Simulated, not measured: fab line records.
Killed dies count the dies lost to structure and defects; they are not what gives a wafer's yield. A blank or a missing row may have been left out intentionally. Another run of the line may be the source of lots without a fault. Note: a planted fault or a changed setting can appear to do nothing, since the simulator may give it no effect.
Check of tool commonality || flow rit-cmos || 48 wafers sampled across 14 lots

REASON FOR OPENING
At RIT_NSD_TW_MEAS_10 the reading NSD_TW is flagged on 2 of 14 lots. Wafers without a fault read 3117, standard deviation 22.
Rule: a lot is flagged when every wafer of it that has a number lies more than 4 standard deviations from that mean, or none has a number. All remaining lots are regarded as sound.

{"lot": "L647", "measured": "day 3 02:32", "on": "film-metro-03", "NSD_TW, wafer by wafer": "3132 3133 3135", "flag": ""}
{"lot": "L655", "measured": "day 4 14:38", "on": "film-metro-03", "NSD_TW, wafer by wafer": "30 30 30 30 30 30", "flag": "FLAGGED"}
{"lot": "L656", "measured": "day 4 20:12", "on": "film-metro-02", "NSD_TW, wafer by wafer": "30 30 30 30 30 30", "flag": "FLAGGED"}
{"lot": "L658", "measured": "day 5 12:16", "on": "film-metro-03", "NSD_TW, wafer by wafer": "3115 3107 3093", "flag": ""}
{"lot": "L659", "measured": "day 5 15:10", "on": "film-metro-02", "NSD_TW, wafer by wafer": "3071 3100 3073", "flag": ""}
{"lot": "L660", "measured": "day 5 20:41", "on": "film-metro-02", "NSD_TW, wafer by wafer": "3079 3085 3071", "flag": ""}
{"lot": "L661", "measured": "day 5 22:46", "on": "film-metro-02", "NSD_TW, wafer by wafer": "3097 3082 3071", "flag": ""}
{"lot": "L663", "measured": "day 6 08:40", "on": "film-metro-02", "NSD_TW, wafer by wafer": "3105 3085 3105", "flag": ""}
{"lot": "L665", "measured": "day 6 17:08", "on": "film-metro-01", "NSD_TW, wafer by wafer": "3133 3125 3127", "flag": ""}
{"lot": "L666", "measured": "day 6 23:26", "on": "film-metro-03", "NSD_TW, wafer by wafer": "3096 3099 3108", "flag": ""}
{"lot": "L667", "measured": "day 7 02:25", "on": "film-metro-02", "NSD_TW, wafer by wafer": "3078 3107 3110", "flag": ""}
{"lot": "L668", "measured": "day 7 10:04", "on": "film-metro-01", "NSD_TW, wafer by wafer": "3135 3130 3126", "flag": ""}
{"lot": "L669", "measured": "day 7 12:55", "on": "film-metro-03", "NSD_TW, wafer by wafer": "3124 3124 3121", "flag": ""}
{"lot": "L670", "measured": "day 7 18:48", "on": "film-metro-02", "NSD_TW, wafer by wafer": "3112 3109 3104", "flag": ""}
On average the flagged lots read 30, which is -3087 against the usual, or -99 or more standard deviations.

WHICH TOOL EACH LOT WENT THROUGH
The record keeps 1 process step preceding the reading, out of 202 steps on the route. In each cell: the tool, then ch and the chambers that the sampled wafers went through, then the start.
{"lot": "L647", "flag": "", "RIT_NSD_IMPLANT_08": "implanter-03 ch 0, day 3 02:14"}
{"lot": "L655", "flag": "FLAGGED", "RIT_NSD_IMPLANT_08": "implanter-03, day 4 14:19"}
{"lot": "L656", "flag": "FLAGGED", "RIT_NSD_IMPLANT_08": "implanter-01, day 4 19:53"}
{"lot": "L658", "flag": "", "RIT_NSD_IMPLANT_08": "implanter-03 ch 0, day 5 11:58"}
{"lot": "L659", "flag": "", "RIT_NSD_IMPLANT_08": "implanter-03 ch 0, day 5 14:50"}
{"lot": "L660", "flag": "", "RIT_NSD_IMPLANT_08": "implanter-03 ch 0, day 5 20:22"}
{"lot": "L661", "flag": "", "RIT_NSD_IMPLANT_08": "implanter-03 ch 0, day 5 22:28"}
{"lot": "L663", "flag": "", "RIT_NSD_IMPLANT_08": "implanter-04 ch 0, day 6 08:21"}
{"lot": "L665", "flag": "", "RIT_NSD_IMPLANT_08": "implanter-04 ch 0, day 6 16:49"}
{"lot": "L666", "flag": "", "RIT_NSD_IMPLANT_08": "implanter-01 ch 0, day 6 23:07"}
{"lot": "L667", "flag": "", "RIT_NSD_IMPLANT_08": "implanter-01 ch 0, day 7 02:06"}
{"lot": "L668", "flag": "", "RIT_NSD_IMPLANT_08": "implanter-01 ch 0, day 7 09:45"}
{"lot": "L669", "flag": "", "RIT_NSD_IMPLANT_08": "implanter-04 ch 0, day 7 12:36"}
{"lot": "L670", "flag": "", "RIT_NSD_IMPLANT_08": "implanter-04 ch 0, day 7 18:29"}
These steps, and what they do:
- RIT_NSD_IMPLANT_08
- RIT_NSD_TW_MEAS_10

FLAGGED OVER TOTAL, TOOL BY TOOL (the gauges that took the reading come last)
{"step": "RIT_NSD_IMPLANT_08", "tool": "implanter-01", "lots run": 4, "flagged": 1, "share of the flagged lots": "some", "sound lots run after its first flagged lot": "3 (L666,L667,L668)"}
{"step": "RIT_NSD_IMPLANT_08", "tool": "implanter-03", "lots run": 6, "flagged": 1, "share of the flagged lots": "some", "sound lots run after its first flagged lot": "4 (L658,L659,L660,L661)"}
{"step": "RIT_NSD_IMPLANT_08", "tool": "implanter-04", "lots run": 4, "flagged": 0, "share of the flagged lots": "none", "sound lots run after its first flagged lot": "-"}
{"step": "RIT_NSD_TW_MEAS_10", "tool": "film-metro-01", "lots run": 2, "flagged": 0, "share of the flagged lots": "none", "sound lots run after its first flagged lot": "-"}
{"step": "RIT_NSD_TW_MEAS_10", "tool": "film-metro-02", "lots run": 7, "flagged": 1, "share of the flagged lots": "some", "sound lots run after its first flagged lot": "6 (L659,L660,L661,L663,L667,L670)"}
{"step": "RIT_NSD_TW_MEAS_10", "tool": "film-metro-03", "lots run": 5, "flagged": 1, "share of the flagged lots": "some", "sound lots run after its first flagged lot": "3 (L658,L666,L669)"}

WHAT IS ALLOWED BY THE TABLE
No row of the table ran every flagged lot.

WHAT HAD BEEN PUT IN BY THE SIMULATOR
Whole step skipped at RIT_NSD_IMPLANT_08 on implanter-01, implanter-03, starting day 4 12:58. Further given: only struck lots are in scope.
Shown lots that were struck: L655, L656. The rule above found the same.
